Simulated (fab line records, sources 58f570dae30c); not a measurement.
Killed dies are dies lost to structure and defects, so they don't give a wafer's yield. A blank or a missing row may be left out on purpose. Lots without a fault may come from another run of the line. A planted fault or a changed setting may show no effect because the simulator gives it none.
One fault seen from 2 desks | flow berkeley_cmos170 | each desk has only its own numbers; what lay behind them comes last

THE TOOL OWNER'S DESK: rie_metal-03
The tool's own readings at UCB170_M2_METAL_ETCH_18 (etches Al in Cl2/BCl3, stops on SiO2, target depth 1170 nm, time 195 s): means of the sampled wafers that have a number, for each lot that ran on this tool. A lot is out of limits, marked OUT, if its mean lies more than 4 standard deviations from the usual mean; the brackets give that distance.
Columns: A = drypump_motor_current_A at UCB170_M2_METAL_ETCH_18, usual 5.51 A; B = he_backside_leak_sccm at UCB170_M2_METAL_ETCH_18, usual 3.3 sccm; C = oes_product_au at UCB170_M2_METAL_ETCH_18, usual 0.864 a.u.; D = rf_fwd_power_W at UCB170_M2_METAL_ETCH_18, usual 598.0 W; E = throttle_valve_pct at UCB170_M2_METAL_ETCH_18, usual 24.45 %
lot  | first seen here | A    | B   | C     | D     | E
L197 | day 8 19:58     | 5.42 | 3.3 | 0.875 | 598.6 | 24.77
L201 | day 9 10:57     | 5.29 | 3.0 | 0.881 | 600.6 | 24.55
L200 | day 9 18:14     | 5.36 | 3.1 | 0.878 | 599.3 | 24.65
L205 | day 10 10:43    | 5.41 | 3.3 | 0.873 | 600.6 | 24.77
L209 | day 11 05:49    | 5.35 | 3.1 | 0.878 | 598.2 | 24.66
L210 | day 11 20:04    | 5.50 | 3.3 | 0.879 | 599.4 | 24.89
This desk's finding: nothing out of limits on any of the 6 lots.

THE METROLOGY DESK
What the gauges read, lot by lot, whatever tool the lot ran on: means of the sampled wafers that have a number. A lot is out of limits, marked OUT, if its mean lies more than 4 standard deviations from the usual mean; the brackets give that distance.
Columns: A = V1_BOW at UCB170_V1_BOW_MEAS_03, usual 20 um; B = cd_nm at UCB170_M3_CD_MEAS_15, usual 699.8 nm; C = cd_nm at UCB170_M3_CD_MEAS_90, usual 700 nm
lot  | first seen here | A  | B     | C
L197 | day 8 13:13     | 15 | 700.3 | 697
L196 | day 8 19:14     | 15 | 699.2 | 696
L201 | day 9 06:51     | 17 | 701.3 | 704
L198 | day 9 12:11     | 16 | 698.8 | 698
L200 | day 9 12:14     | 21 | 698.6 | 703
L203 | day 10 01:03    | 15 | 701.9 | 706
L202 | day 10 02:22    | 24 | 699.9 | 703
L205 | day 10 05:48    | 18 | 699.2 | 696
L209 | day 11 01:51    | 26 | 698.5 | 699
L207 | day 11 03:11    | 25 | 700.0 | 702
L210 | day 11 10:54    | 26 | 698.4 | 698
L214 | day 12 04:52    | 20 | 698.3 | 699
L212 | day 12 06:19    | 23 | 699.1 | 699
L218 | day 13 01:02    | 16 | 701.1 | 703
L216 | day 13 02:05    | 21 | 698.9 | 702
This desk's finding: nothing out of limits on any of the 15 lots.

PUT TOGETHER
The tool owner's desk saw nothing out of limits.
The metrology desk saw nothing out of limits.

WHAT THE SIMULATOR HAD PUT IN
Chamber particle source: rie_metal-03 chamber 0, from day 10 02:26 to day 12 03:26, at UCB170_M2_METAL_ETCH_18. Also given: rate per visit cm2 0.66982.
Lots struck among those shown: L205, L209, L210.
